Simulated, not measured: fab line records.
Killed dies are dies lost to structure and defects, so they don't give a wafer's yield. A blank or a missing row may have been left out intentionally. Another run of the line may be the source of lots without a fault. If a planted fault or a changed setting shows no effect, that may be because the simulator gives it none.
Code-filled problem report in 8D (eight disciplines) form | flow rit cmos | the parts of the form that need people (team, actions taken, sign-off) are left out

== 1. THE PROBLEM ==
At RIT_GATE_ETCH_19, oes product au averages 0.958 a.u. over 6 wafers from 2 lots, while fault-free wafers read 0.847 a.u., standard deviation 0.014. That is +8.0 standard deviations from the usual mean.
The step: etches poly-Si in SF6/CHF3/O2, stops on SiO2, time 165 s, target depth 312.5 nm.
Earliest sighting: wafer L699.2 on rie si-01 at day 7 01:58. The record holds 18 wafers of 6 lots with a number at this step. Rule for "out", or "out of limits": more than 4 standard deviations from the usual mean. The other wafers with a number count as sound.

== 2. WHAT IT IS, AND WHAT IT ISN'T ==
question                    | is                     | is not
which readings at this step | oes product au         | CHF3_flow_sccm, O2_flow_sccm, SF6_flow_sccm, drypump motor current A, he backside leak sccm, throttle valve pct
which lots                  | L699, L701             | L682, L684, L692, L693
which wafers of those lots  | all that have a number | -
read on which tools         | rie si-01              | rie si-02
when                        | from day 7 01:58       | up to then (12 sound wafers)

== 3. SUSPECTS, AND WHAT RULES EACH OUT ==
Counting: a tool at a process step up to the reading stays a suspect if it ran every lot that is out and no sound lot after the first of them.
- rie si-01 at RIT_GATE_ETCH_19 (etches poly-Si in SF6/CHF3/O2, stops on SiO2, time 165 s, target depth 312.5 nm): kept. It processed each lot that is out, first L699 at day 7 01:58, and no sound lot thereafter; up to then, the last sound lot it processed was L693 at day 5 18:59. Out on those wafers are its own readings of oes product au.
After counting, what remains is rie si-01 at RIT_GATE_ETCH_19.

== 4. THE CAUSE (what the simulator had put in) ==
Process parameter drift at RIT_GATE_ETCH_19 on rie si-01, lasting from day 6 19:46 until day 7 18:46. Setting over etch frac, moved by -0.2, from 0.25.
Counting left only this tool.

== 5. THE EFFECT CHAIN, in route order ==
Each row: a reading whose mean over the struck wafers that have a number lies more than 3 standard deviations from the usual. Readings are gone through only where the record gives a usual standard deviation; hours: the median, over the lots, of the time from a lot's start at the first step in this table giving one to that lot's start at this step; sigmas: the change measured in usual standard deviations.
hours | step             | reading        | usual      | on struck wafers | change | sigmas
0     | RIT_GATE_ETCH_19 | oes product au | 0.847 a.u. | 0.958            | +0.111 | +8.0
It contains these process steps:
- RIT_GATE_ETCH_19: etches poly-Si in SF6/CHF3/O2, stops on SiO2, time 165 s, target depth 312.5 nm.

== 6. HOW IT WOULD HAVE BEEN CAUGHT EARLIER ==
6 hours passed between the start of the fault at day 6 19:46 and the first reading out of limits in this record, taken at day 7 01:58.
